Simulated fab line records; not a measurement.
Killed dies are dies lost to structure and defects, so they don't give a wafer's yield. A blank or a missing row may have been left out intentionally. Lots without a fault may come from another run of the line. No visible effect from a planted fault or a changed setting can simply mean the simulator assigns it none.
Split-lot experiment    flow ritCmos    route with 202 steps; 5 lots, 23 wafers read

== SPLIT DETAILS ==
At RIT_NRETRO_COAT_01 (resist thk 1300 nm), the setting spinRpm was moved away from the recipe's 2000 rpm on 9 of the 23 wafers read, by -4.9% to +2.9%. This setting was run at the recipe's value on the other wafers.

== FROM THE SPLIT TO THE READING: what the file shows between them, 3 steps ==
- RIT_NRETRO_SOFTBAKE_02: time 60 s
- RIT_NRETRO_EXPOSE_03: exposes mask M4, target cd 43900 nm
- RIT_NRETRO_DEVELOP_05: develop time 68 s

== THE READING ==
NOVOLAK_of_NRETRO_COAT_01.thkNm (the simulator's own value, which no gauge read), in nm, at RIT_NRETRO_HARDBAKE_07 (time 120 s). The file gives no usual value for it. Average 1139 nm, standard deviation 1.4 nm, over the 14 wafers here run with the recipe.

wafer   tool, chamber at the split  spinRpm as run, rpm  against the recipe  NOVOLAK_of_NRETRO_COAT_01.thkNm, nm  against lot-mates on the recipe
L075.1  lithoTrack-01, 0            2000                 recipe              1138                                 -
L075.2  lithoTrack-01, 0            2000                 recipe              1137                                 -
L075.4  lithoTrack-01, 0            2000                 recipe              1139                                 -
L075.5  lithoTrack-01, 0            2000                 recipe              1139                                 -
L075.6  lithoTrack-01, 0            2000                 recipe              1139                                 -
L076.1  lithoTrack-01, 0            2058                 +2.9%               1123                                 -16
L076.3  lithoTrack-01, 0            2058                 +2.9%               1123                                 -16
L076.6  lithoTrack-01, 0            2058                 +2.9%               1123                                 -16
L076.2  lithoTrack-01, 0            2000                 recipe              1138                                 -
L076.4  lithoTrack-01, 0            2000                 recipe              1140                                 -
L078.1  lithoTrack-01, 0            1945                 -2.7%               1153                                 +16
L078.2  lithoTrack-01, 0            1945                 -2.7%               1154                                 +18
L078.3  lithoTrack-01, 0            2000                 recipe              1137                                 -
L078.4  lithoTrack-01, 0            2000                 recipe              1136                                 -
L078.5  lithoTrack-01, 0            1945                 -2.7%               1152                                 +16
L081.1  lithoTrack-01, 0            1902                 -4.9%               1165                                 +24
L081.2  lithoTrack-01, 0            1902                 -4.9%               1167                                 +26
L081.3  lithoTrack-01, 0            1902                 -4.9%               1167                                 +26
L081.4  lithoTrack-01, 0            2000                 recipe              1140                                 -
L081.5  lithoTrack-01, 0            2000                 recipe              1141                                 -
L085.1  lithoTrack-02, 0            2000                 recipe              1140                                 -
L085.6  lithoTrack-02, 0            2000                 recipe              1140                                 -
L085.4  lithoTrack-02, 0            2000                 recipe              1138                                 -

FIT RESULTS
A straight line over all 23 wafers: NOVOLAK_of_NRETRO_COAT_01.thkNm changes by -5.51 nm for each +1% of spinRpm; r = -0.99; the points scatter about the line by 1.3 nm.
The same after taking each lot's own level away (the mean of its wafers on the recipe; 23 wafers): -5.45 nm for each +1%; r = -1.00; scatter 1 nm.
On that fit, the largest move of spinRpm shifts the reading by 27 nm.
The span of the lots' own levels, 1136.5 to 1140.5 nm, comes to 2.9 times the standard deviation stated above.
The two slopes agree, so the slope changes little with the lot-to-lot level.
Check: +27.4 nm against its lot-mates is what the line predicts for one of the wafers moved furthest among these (-4.9%) when that wafer is left out of the fit. It came out at +24.5 nm against them.

== FURTHER SPLITS ON THESE WAFERS ==
Other splits were also applied to these wafers ahead of the reading. Each is held against what the fit with the lots' levels taken away leaves over:
other split on the same wafers  wafers away from the commonest value  r with NOVOLAK_of_NRETRO_COAT_01.thkNm (lot level and that fit taken away)
RIT_ACTIVE_EXPOSE_08 doseMj     10                                    +0.12
RIT_NWELL_COAT_01 resistThkNm   8                                     -0.10
RIT_NWELL_IMPLANT_08 doseCm2    12                                    +0.45
RIT_PWELL_COAT_01 resistThkNm   7                                     -0.18
RIT_PWELL_IMPLANT_08 doseCm2    11                                    -0.42

== THE WHOLE CHAIN: every reading that the file lists as answering this split, in the file's order ==
step                    what it does        reading                                                                           change (the file's fit)               r (the file's)
RIT_NRETRO_COAT_01      resist thk 1300 nm  NOVOLAK_of_NRETRO_COAT_01.thkNm (the simulator's own value, which no gauge read)  -6.42 nm for each +1% of the setting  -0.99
RIT_NRETRO_HARDBAKE_07  time 120 s          NOVOLAK_of_NRETRO_COAT_01.thkNm (the simulator's own value, which no gauge read)  -5.52 nm for each +1% of the setting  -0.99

== FILE'S OWN FIT ==
NOVOLAK_of_NRETRO_COAT_01.thkNm changes by -5.52 nm for each +1% of spinRpm, r = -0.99.
